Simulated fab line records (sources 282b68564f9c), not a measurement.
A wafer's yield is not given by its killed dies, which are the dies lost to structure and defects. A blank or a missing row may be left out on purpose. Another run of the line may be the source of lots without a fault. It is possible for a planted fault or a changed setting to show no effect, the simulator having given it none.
fab line records -- flow rit-cmos
[record] lots = 6, wafers = 18, last-day = 7
route steps=202 shown CONTACT@170 M1@202
lots with no fault: from the same line, run without faults
start-h: the number of hours between the record's first day and the start of the first shown wafer of the lot -- wait-h: time in hours since the lot's previous step -- " same as the row above -- L1.1+2: one row covering several wafers at once -- - value missing, or start not given -- * or withheld: withheld -- < > ~ a bound
route shown NAME@n: names a module that has steps shown in the file, with the first one's number in the route -- usual: mean/standard deviation taken from wafers without a fault -- same: alike in all rows -- chamber/n: place in a boat -- sites: per-site readings -- _std_site: their standard deviation -- _edge_site: the outer-site mean with the inner-site mean subtracted -- radius-mm: for every site, how far away it sits from the centre of the wafer -- mask NAME#n: copy n -- behind: the most recent tool/chamber to have shaped the wafer -- hold: why the lot was held/for how many hours/how that ended -- device: transistor that didn't switch, given as n, p or np -- end of line: the tests these same wafers got at the end of their route -- a step given without rows: its recipe and nothing more -- killed: the dies lost at the first sort to structure and to defects; this is not the yield of the wafer -- map: shows each die of a wafer: x if killed, . if not, _ if none is there
set.NAME: the setting that was run; set.NAME@STEP: the one run at that earlier step -- model.NAME: the simulator's own value behind a step, which no gauge read
lots seen at some steps along the route; tables by step, rows by wafer
services: when a tool's chamber went out of use (start-h, in hours from the record's first day, below 0 if earlier), for how many hours, and the reason
[[steps]]
[step RIT_CONTACT_HMDS_02]
[recipe] prime-time-s = 60, prime-temp-c = 140
[step RIT_CONTACT_COAT_03]
[recipe] resist = NOVOLAK, spin-rpm = 3250, resist-thk-nm = 1000
[step RIT_CONTACT_SOFTBAKE_04]
[recipe] resist = NOVOLAK, temp-c = 90, time-s = 60
[step RIT_CONTACT_EXPOSE_05]
[recipe] mask-id = M11, na = 0.6, source-shape = conventional, sigma-outer = 0.5, target-cd-nm = 1000, dose-mj = 250
[step RIT_CONTACT_PEB_06]
[recipe] resist = NOVOLAK, temp-c = withheld, time-s = withheld
[step RIT_CONTACT_DEVELOP_07]
[recipe] resist = NOVOLAK, develop-time-s = 120, dev-temp-c = 23
[step RIT_CONTACT_CD_MEAS_08]
[recipe] target-cd-nm = 1000
[usual] cd-nm = 999.5/2.4
lot.wafer,tool,chamber,start-h,wait-h,cd-nm
L208.3,cd-sem-01,-,65.10,-,996.8
L208.5,cd-sem-01,-,65.10,-,997.6
L208.6,cd-sem-01,-,65.10,-,993.8
L217.1,cd-sem-02,-,114.63,-,998.0
L217.3,cd-sem-02,-,114.63,-,996.4
L217.4,cd-sem-02,-,114.63,-,997.2
L218.1,cd-sem-02,-,117.11,-,997.5
L218.2,cd-sem-02,-,117.11,-,997.9
L218.4,cd-sem-02,-,117.11,-,996.6
L223.1,cd-sem-02,-,142.70,-,999.7
L223.2,cd-sem-02,-,142.70,-,998.3
L223.4,cd-sem-02,-,142.70,-,1000.1
L226.2,cd-sem-02,-,156.82,-,1001.3
L226.3,cd-sem-02,-,156.82,-,998.8
L226.5,cd-sem-02,-,156.82,-,999.0
L229.1,cd-sem-01,-,169.91,-,998.1
L229.2,cd-sem-01,-,169.91,-,1000.2
L229.3,cd-sem-01,-,169.91,-,1000.0
[step RIT_CONTACT_OVL_MEAS_09]
[usual] CONTACT_OVL = -0.3/1.2
lot.wafer,tool,chamber,start-h,wait-h,CONTACT_OVL[nm]
L208.3,overlay-01,-,65.19,0.1,0.3
L208.5,overlay-01,-,65.19,0.1,0.1
L208.6,overlay-01,-,65.19,0.1,0.0
L217.1,overlay-02,-,114.75,0.1,-1.3
L217.3,overlay-02,-,114.75,0.1,0.8
L217.4,overlay-02,-,114.75,0.1,-1.7
L218.1,overlay-02,-,117.23,0.1,-0.3
L218.2,overlay-02,-,117.23,0.1,0.1
L218.4,overlay-02,-,117.23,0.1,-0.7
L223.1,overlay-02,-,142.82,0.1,-1.5
L223.2,overlay-02,-,142.82,0.1,-2.7
L223.4,overlay-02,-,142.82,0.1,-2.3
L226.2,overlay-02,-,156.93,0.1,0.6
L226.3,overlay-02,-,156.93,0.1,2.1
L226.5,overlay-02,-,156.93,0.1,1.6
L229.1,overlay-01,-,170.03,0.1,-1.3
L229.2,overlay-01,-,170.03,0.1,-0.7
L229.3,overlay-01,-,170.03,0.1,-1.0
[step RIT_CONTACT_HARDBAKE_10]
[recipe] resist = NOVOLAK, temp-c = 140, time-s = 60
[step RIT_CONTACT_ETCH_11]
[recipe] target-depth-a = 4800, over-etch-frac = 0.2, stop-on = TiSi2, chemistry = CHF3/CF4/Ar, target = SiO2, CHF3_flow_sccm = 50, cf4-flow-sccm = 10, Ar_flow_sccm = 100, O2_flow_sccm = 5, pressure-mtorr = 100, rf-w = 200, time-s = 320
[usual] cf4-flow-sccm = 10.00/0.032, drypump-motor-current-A = 5.8/0.43, oes-product-au = 0.980/0.018, throttle-valve-pct = 8.83/0.16
[same] over-etch-frac = 0.2, time-s = 320
lot.wafer,tool,chamber,start-h,wait-h,cf4-flow-sccm,drypump-motor-current-A,oes-product-au,rf-hours-counter-h,throttle-valve-pct
L208.3,rie-diel-04,1,65.36,0.1,9.99,5.7,0.976,78,8.60
L208.5,rie-diel-04,0,65.36,0.1,10.02,5.3,0.955,-,8.79
L208.6,rie-diel-04,1,65.36,0.1,10.02,5.6,0.986,-,8.58
L217.1,rie-diel-01,0,114.93,0.1,9.99,5.7,0.983,1,8.58
L217.3,rie-diel-01,2,114.93,0.1,9.97,5.6,0.986,37,8.64
L217.4,rie-diel-01,3,114.93,0.1,10.00,5.7,1.003,32,9.10
L218.1,rie-diel-04,3,117.61,0.1,9.98,6.5,0.981,6,8.93
L218.2,rie-diel-04,1,117.61,0.1,9.95,5.7,0.985,79,8.60
L218.4,rie-diel-04,1,117.61,0.1,9.96,5.7,0.977,-,8.60
L223.1,rie-diel-04,1,143.01,0.1,9.97,5.7,0.984,79,8.61
L223.2,rie-diel-04,0,143.01,0.1,10.03,5.3,0.945,114,8.79
L223.4,rie-diel-04,3,143.01,0.1,10.01,6.5,0.986,7,8.92
L226.2,rie-diel-02,0,157.11,0.1,9.98,5.9,0.961,137,8.96
L226.3,rie-diel-02,3,157.11,0.1,9.98,6.4,0.955,146,8.95
L226.5,rie-diel-02,2,157.11,0.1,9.99,5.4,1.009,-,8.67
L229.1,rie-diel-02,1,170.22,0.1,10.01,5.3,1.007,16,8.77
L229.2,rie-diel-02,0,170.22,0.1,10.06,5.8,0.957,137,8.98
L229.3,rie-diel-02,2,170.22,0.1,10.00,5.4,1.004,146,8.66
[step RIT_CONTACT_STRIP_12]
[recipe] chemistry = O2, time-s = 180, resist = NOVOLAK, platen-temp-c = withheld, power-w = 500, pressure-mtorr = 4000, o2-flow-sccm = 4000
[usual] drypump-motor-current-A = 5.45/0.14
[same] time-s = 180
lot.wafer,tool,chamber,start-h,wait-h,drypump-motor-current-A,rf-hours-counter-h
L208.3,plasma-asher-01,0,65.62,0.2,5.41,-
L208.5,plasma-asher-01,0,65.62,0.2,5.43,-
L208.6,plasma-asher-01,1,65.62,0.2,5.44,-
L217.1,plasma-asher-03,0,115.13,0.1,5.56,48
L217.3,plasma-asher-03,0,115.13,0.1,5.56,-
L217.4,plasma-asher-03,1,115.13,0.1,5.32,-
L218.1,plasma-asher-01,0,117.80,0.1,5.40,0
L218.2,plasma-asher-01,1,117.80,0.1,5.47,0
L218.4,plasma-asher-01,1,117.80,0.1,5.45,-
L223.1,plasma-asher-04,1,143.20,0.1,5.72,36
L223.2,plasma-asher-04,0,143.20,0.1,5.26,36
L223.4,plasma-asher-04,0,143.20,0.1,5.28,-
L226.2,plasma-asher-04,0,157.30,0.1,5.26,37
L226.3,plasma-asher-04,1,157.30,0.1,5.72,-
L226.5,plasma-asher-04,1,157.30,0.1,5.70,-
L229.1,plasma-asher-01,0,170.41,0.1,5.40,6
L229.2,plasma-asher-01,1,170.41,0.1,5.47,6
L229.3,plasma-asher-01,1,170.41,0.1,5.48,-
[step RIT_CONTACT_CD_MEAS_90]
[recipe] target-cd-nm = 1000
[usual] cd-nm = 999.5/2.4
lot.wafer,tool,chamber,start-h,wait-h,cd-nm
L208.3,cd-sem-01,-,65.77,0.1,995.7
L208.5,cd-sem-01,-,65.77,0.1,997.1
L208.6,cd-sem-01,-,65.77,0.1,992.8
L217.1,cd-sem-02,-,115.30,0.1,998.0
L217.3,cd-sem-02,-,115.30,0.1,996.2
L217.4,cd-sem-02,-,115.30,0.1,997.6
L218.1,cd-sem-02,-,117.97,0.1,997.6
L218.2,cd-sem-02,-,117.97,0.1,997.9
L218.4,cd-sem-02,-,117.97,0.1,996.3
L223.1,cd-sem-01,-,143.38,0.1,999.8
L223.2,cd-sem-01,-,143.38,0.1,998.2
L223.4,cd-sem-01,-,143.38,0.1,1000.4
L226.2,cd-sem-01,-,157.50,0.1,1001.5
L226.3,cd-sem-01,-,157.50,0.1,999.2
L226.5,cd-sem-01,-,157.50,0.1,999.3
L229.1,cd-sem-01,-,170.59,0.1,997.4
L229.2,cd-sem-01,-,170.59,0.1,1000.7
L229.3,cd-sem-01,-,170.59,0.1,1000.0
[step RIT_CONTACT_CLEAN_13]
[recipe] chemistry = SC1, mix = 3:3:50, time-s = 600, temp-c = 73.97
[usual] bath-guard-temp-C = 74.2/0.59, bath-heat-duty-pct = 14.5/1.8, temp-c = 73.94/0.11, time-s = 600/0
lot.wafer,tool,chamber,start-h,wait-h,bath-guard-temp-C,bath-heat-duty-pct,temp-c,time-s
L208.3,wet-bench-04,0,65.85,0.1,74.6,12.3,73.90,600
L208.5,wet-bench-04,0,65.85,0.1,74.4,12.8,73.87,600
L208.6,wet-bench-04,0,65.85,0.1,74.7,11.4,73.84,600
L217.1,wet-bench-04,2,115.42,0.1,-,-,-,-
L217.3,wet-bench-04,2,115.42,0.1,-,-,-,-
L217.4,wet-bench-04,2,115.42,0.1,-,-,-,-
L218.1,wet-bench-04,2,118.09,0.1,-,-,-,-
L218.2,wet-bench-04,2,118.09,0.1,-,-,-,-
L218.4,wet-bench-04,2,118.09,0.1,-,-,-,-
L223.1,wet-bench-04,0,143.50,0.1,74.5,13.5,73.99,600
L223.2,wet-bench-04,0,143.50,0.1,74.6,11.1,73.99,600
L223.4,wet-bench-04,0,143.50,0.1,74.4,11.8,73.82,600
L226.2,wet-bench-04,0,157.60,0.1,75.1,12.7,74.09,600
L226.3,wet-bench-04,0,157.60,0.1,74.7,12.1,74.06,600
L226.5,wet-bench-04,0,157.60,0.1,74.7,12.0,73.96,600
L229.1,wet-bench-01,0,170.71,0.1,73.7,14.0,74.14,600
L229.2,wet-bench-01,0,170.71,0.1,73.7,15.2,73.84,600
L229.3,wet-bench-01,0,170.71,0.1,73.8,14.4,73.96,600
[step RIT_CONTACT_CLEAN_14]
[recipe] chemistry = SC2, mix = 3:3:50, time-s = 600, temp-c = 75, dry = n2-spin
[step RIT_M1_PROBE_99]
[usual] killed-at-contacts = 0.1/0.34, killed-at-front-end = 6.6/2.7, killed-dies = 6.7/2.7, killed-open = 3.5/1.9, killed-short = 3.1/1.8
[same] gross-dies = 264, killed_at_M0_to_M3 = 0, killed_at_M4_up = 0, killed-at-back-side = 0, killed-at-other = 0
lot.wafer,tool,chamber,start-h,wait-h,killed-at-contacts,killed-at-front-end,killed-dies,killed-open,killed-short
L208.3,prober-01,-,70.62,0.2,1,4,5,3,2
L208.5,prober-01,-,70.72,0.2,0,1,1,0,1
L208.6,prober-01,-,70.77,0.2,0,11,11,6,5
L217.1,prober-02,-,119.96,0.1,0,6,6,3,3
L217.3,prober-02,-,120.06,0.2,1,9,10,8,2
L217.4,prober-02,-,120.11,0.2,0,8,8,5,3
L218.1,prober-01,-,122.63,0.1,0,5,5,3,2
L218.2,prober-01,-,122.68,0.1,0,6,6,3,3
L218.4,prober-01,-,122.78,0.2,0,5,5,3,2
L223.1,prober-02,-,147.87,0.1,0,8,8,2,6
L223.2,prober-02,-,147.92,0.1,0,7,7,5,2
L223.4,prober-02,-,148.02,0.2,0,12,12,6,6
L226.2,prober-01,-,162.04,0.1,0,9,9,4,5
L226.3,prober-01,-,162.09,0.2,0,7,7,4,3
L226.5,prober-01,-,162.19,0.2,0,4,4,3,1
L229.1,prober-02,-,175.07,0.1,0,6,6,3,3
L229.2,prober-02,-,175.12,0.1,0,5,5,4,1
L229.3,prober-02,-,175.17,0.2,1,9,10,5,5
// killed by level:class
L208.3 REOX:geometric-particle:open=2 GATE:geometric-particle:open=1 SILICIDE:geometric-particle:short=1 CONTACT:geometric-particle:short=1
L208.5 GATE:geometric-particle:short=1
L208.6 SPACER:geometric-particle:open=3 SILICIDE:geometric-particle:short=2 FOX1:geometric-particle:short=1 GATE:geometric-particle:short=1 GATE:geometric-particle:open=1 REOX:geometric-particle:short=1 REOX:geometric-particle:open=1 SILICIDE:geometric-particle:open=1
L217.1 REOX:geometric-particle:short=2 GATE:geometric-particle:short=1 GATE:geometric-particle:open=1 REOX:geometric-particle:open=1 SILICIDE:geometric-particle:open=1
L217.3 FOX1:geometric-particle:open=2 FOX1:geometric-particle:short=2 GATE:geometric-particle:open=2 ACTIVE:geometric-particle:open=1 REOX:geometric-particle:open=1 SILICIDE:geometric-particle:open=1 CONTACT:geometric-particle:open=1
L217.4 GATE:geometric-particle:open=2 SPACER:geometric-particle:short=2 SILICIDE:geometric-particle:open=2 GATE:geometric-particle:short=1 SPACER:geometric-particle:open=1
L218.1 ACTIVE:geometric-particle:open=1 FOX1:geometric-particle:short=1 FOX2:geometric-particle:open=1 GATE:geometric-particle:open=1 SPACER:geometric-particle:short=1
L218.2 SPACER:geometric-particle:short=2 GATE:geometric-particle:open=1 REOX:geometric-particle:short=1 SPACER:geometric-particle:open=1 SILICIDE:geometric-particle:open=1
L218.4 GATE:geometric-particle:open=2 FOX1:geometric-particle:short=1 GATE:geometric-particle:short=1 REOX:geometric-particle:open=1
L223.1 GATE:geometric-particle:short=4 GATE:geometric-particle:open=2 REOX:geometric-particle:short=1 SILICIDE:geometric-particle:short=1
L223.2 GATE:geometric-particle:open=3 SPACER:geometric-particle:short=2 FOX2:geometric-particle:open=1 SILICIDE:geometric-particle:open=1
L223.4 FOX1:geometric-particle:short=3 FOX2:geometric-particle:open=3 GATE:geometric-particle:short=2 REOX:geometric-particle:open=2 FOX1:geometric-particle:open=1 FOX2:geometric-particle:short=1
L226.2 GATE:geometric-particle:short=2 GATE:geometric-particle:open=2 SPACER:geometric-particle:short=2 FOX1:geometric-particle:open=1 REOX:geometric-particle:open=1 SILICIDE:geometric-particle:short=1
L226.3 SILICIDE:geometric-particle:short=2 FOX1:geometric-particle:open=1 GATE:geometric-particle:open=1 GATE:geometric-particle:short=1 REOX:geometric-particle:open=1 SILICIDE:geometric-particle:open=1
L226.5 GATE:geometric-particle:open=3 REOX:geometric-particle:short=1
L229.1 GATE:geometric-particle:open=3 REOX:geometric-particle:short=2 GATE:geometric-particle:short=1
L229.2 SILICIDE:geometric-particle:open=2 GATE:geometric-particle:open=1 SPACER:geometric-particle:open=1 SPACER:geometric-particle:short=1
L229.3 SILICIDE:geometric-particle:short=3 FOX1:geometric-particle:short=1 GATE:geometric-particle:short=1 GATE:geometric-particle:open=1 REOX:geometric-particle:open=1 SPACER:geometric-particle:open=1 SILICIDE:geometric-particle:open=1 CONTACT:geometric-particle:open=1
[[services]]
tool,chamber,start-h,hours,kind
rie-diel-01,0,41.83,-,clean
rie-diel-01,0,41.83,14.3,scheduled-down
rie-diel-01,0,41.83,14.3,vent-cycle
rie-diel-02,2,63.37,2.7,repair
rie-diel-01,0,75.81,3.4,repair
rie-diel-04,2,85.69,40.9,repair
rie-diel-04,1,93.01,11.3,repair
plasma-asher-01,-,105.73,1.2,repair
plasma-asher-01,-,108.75,9.0,pm
plasma-asher-01,0,108.75,9.0,vent-cycle
plasma-asher-01,1,108.75,9.0,vent-cycle
plasma-asher-01,0,117.75,-,clean
plasma-asher-01,1,117.75,-,clean
rie-diel-04,2,138.04,3.8,repair
[[key]]
[first-sign] step = RIT_CONTACT_CLEAN_13, reading = tool-record, direction = missing
effect none on later readings
met-at RIT_CONTACT_CLEAN_13
struck-wafers L217.1,L217.3,L217.4,L218.1,L218.2,L218.4
tester-left-out L217,L218
onset-between 65.85 115.42
[fault] kind = skipped-step-whole, tool = wet-bench-04, chamber = -, onset-h = 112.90, steps = RIT_CONTACT_CLEAN_13, scope = struck-lots-only
// tester-left-out: of these lots the tester's yield and bins aren't shown, on N5 and GAA mostly nor the transistor test; their killed dies are dies lost to structure and defects alone, not to doping, threshold or leakage, so they don't give the yield
